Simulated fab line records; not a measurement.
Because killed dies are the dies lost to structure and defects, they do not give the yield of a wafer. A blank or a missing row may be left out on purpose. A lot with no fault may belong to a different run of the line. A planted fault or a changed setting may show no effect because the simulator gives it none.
Problem report in the 8D (eight disciplines) form, filled by code :: flow rit cmos :: the parts of the form that need people (team, actions taken, sign-off) are left out

== 1. THE PROBLEM ==
Wafers without a fault read 170.01, standard deviation 0.056; beam energy keV at RIT_NWELL_IMPLANT_08 reads a mean of 176.34 on 6 wafers belonging to 2 lots. That is +99 or more standard deviations from the usual mean.
Earliest sighting: wafer L475.1 on implanter-02 at day 4 03:41. Wafers with a number at this step in the record: 18, from 6 lots. By rule, "out" or "out of limits" means more than 4 standard deviations away from the usual mean. Any other wafer with a number is counted as sound.

== 2. WHAT IT IS, AND WHAT IT ISN'T ==
question: which readings at this step
is: beam energy keV
is not: faraday current uA

question: which lots
is: L475, L476
is not: L470, L474, L480, L485

question: which wafers of those lots
is: all that have a number
is not: -

question: read on which tools
is: implanter-02
is not: implanter-03, implanter-04

question: when
is: from day 4 03:41
is not: up to then (6 sound wafers); but 6 sound wafers of L480, L485 came after

== 3. WHAT RULES OUT EACH SUSPECT ==
Counting: a tool at any process step up to the reading remains a suspect when it ran all the lots that are out and ran no sound lot after the first of those.
- implanter-02 at RIT_NWELL_IMPLANT_08: kept. It ran every lot that is out, first L475 (day 4 03:41), and no sound lot after that; its last sound lot up to then is L474 (day 3 22:37). Its own beam energy keV readings are out on those wafers.
Remaining after the count: implanter-02 at RIT_NWELL_IMPLANT_08.

== 4. THE CAUSE (what the simulator had put in) ==
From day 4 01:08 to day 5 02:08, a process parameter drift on implanter-02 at RIT_NWELL_IMPLANT_08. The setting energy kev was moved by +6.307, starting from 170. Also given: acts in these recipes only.
After counting, this tool was the only one left.

== 5. THE CHAIN OF EFFECTS, in route order ==
Each row: a reading whose mean over the struck wafers that have a number lies more than 3 standard deviations from the usual. Only readings whose record carries a usual standard deviation are examined. hours: median over the lots of the time between each lot's start at the first step of this table that gives one and its start at this step. sigmas: the change, counted in usual standard deviations.
hours: 0
step: RIT_NWELL_IMPLANT_08
reading: beam energy keV
usual: 170.01
on struck wafers: 176.34
change: +6.33
sigmas: +99 or more
Its process steps:
- RIT_NWELL_IMPLANT_08

== 6. WHAT WOULD HAVE CAUGHT IT SOONER ==
The fault began at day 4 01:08; the first out-of-limits reading in this record came at day 4 03:41, 3 hours later.
